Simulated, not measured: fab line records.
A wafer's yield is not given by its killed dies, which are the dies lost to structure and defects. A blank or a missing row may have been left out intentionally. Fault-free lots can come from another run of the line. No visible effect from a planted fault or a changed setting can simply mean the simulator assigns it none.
A struck lot beside a sound one :: flow berkeley cmos170 :: 16 out of 331 route steps
Sound: the wafers L345.2, L345.4, L345.5. Wafers L354.3, L354.4, L354.6 were the ones struck. The cause is named last.
For every step that has rows: the tool of each side, followed by ch and its chambers, followed by its first start. Under that, the readings that differ: sound wafers :: struck wafers :: difference of the means :: sigmas: that difference in standard deviations of wafers without a fault.
alike: words and numbers the same on both sides, and readings whose means are apart by under 2 such deviations; not compared: readings that were withheld, readings missing a value for some wafer, numbers with overlapping values and no deviation given by the record, and bounds like >300 which may hide the same value.
Wherever a step has rows on one side only, a row that says differs or no value, or a row with sigmas, the two part there. Numbers that have no deviation but don't overlap get no sigmas and don't part them. Lack of a reading on every wafer of one side parts them only where that side has two or more wafers.

first, 1 step without rows for these wafers: UCB170_PFIELD_IMPLANT_07.
UCB170_PFIELD_STRIP_08: strips in O2.
  sound on plasma asher-02 ch 0,1, day 5 05:39; struck on plasma asher-03 ch 0,1, day 6 23:44
  alike: drypump motor current A, oes product au, strip time to endpoint s
  not compared: rf hours counter h
UCB170_PFIELD_TW_MEAS_09:
  sound on film metro-02 at day 5 05:46; struck on film metro-02 at day 6 23:49
  alike: PFIELD_TW
then, 2 steps without rows for these wafers: UCB170_FIELD_CLEAN_00 (cleans in dHF, time 7.5 s); UCB170_FIELD_OXIDATION_01 (target thk 558.3 nm, ox time 7200 s).
UCB170_FIELD_THK_MEAS_02:
  sound on film metro-01 at day 5 12:41; struck on film metro-01 at day 7 06:00
reading: FIELD_OXIDE_THK (nm)
sound: 575 571 578
struck: 544 546 547
difference: -29
sigmas: -2
then, 4 steps without rows for these wafers: UCB170_FIELD_ANNEAL_03 (time 1200 s); UCB170_FIELD_WET_ETCH_04 (etches SiO2 in dHF, time 60 s); UCB170_FIELD_WET_ETCH_05 (etches Si3N4 in H3PO4, time 12600 s); UCB170_FIELD_WET_ETCH_06 (etches SiO2 in BOE, time 22.83 s).
UCB170_FIELD_THK_MEAS_90:
  sound on film metro-02 at day 5 18:43; struck on film metro-04 at day 7 14:21
reading: FIELD_OXIDE_LEFT_1_THK (nm)
sound: 457 453 461
struck: 427 430 431
difference: -28
sigmas: -2
then, 1 step without rows for these wafers: UCB170_SACOX_CLEAN_00 (cleans in dHF, time 7.5 s).
UCB170_SACOX_OXIDATION_01: target thk 14.4 nm, ox time 2400 s.
  sound on furnace-03 ch 0, day 5 20:52; struck on furnace-03 ch 0, day 7 19:14
  alike: tube center temp C, zone power source pct
UCB170_SACOX_THK_MEAS_02:
  sound on film metro-01 at day 5 22:32; struck on film metro-01 at day 7 20:55
reading: SACOX_OXIDE_THK (nm)
sound: 14.18 14.43 14.49
struck: 22.89 22.92 23.02
difference: +8.58
sigmas: +34
then, 1 step without rows for these wafers: UCB170_SCREENOX_WET_ETCH_00 (etches SiO2 in dHF, time 200 s).
UCB170_M3_PROBE_99:
  rows exist in the record for the sound wafers here (prober-02, day 8 16:49), none for the struck ones

WHERE THEY PART
First at UCB170_FIELD_THK_MEAS_02; last, within this record, at UCB170_M3_PROBE_99.

WHY: what had been put in by the simulator
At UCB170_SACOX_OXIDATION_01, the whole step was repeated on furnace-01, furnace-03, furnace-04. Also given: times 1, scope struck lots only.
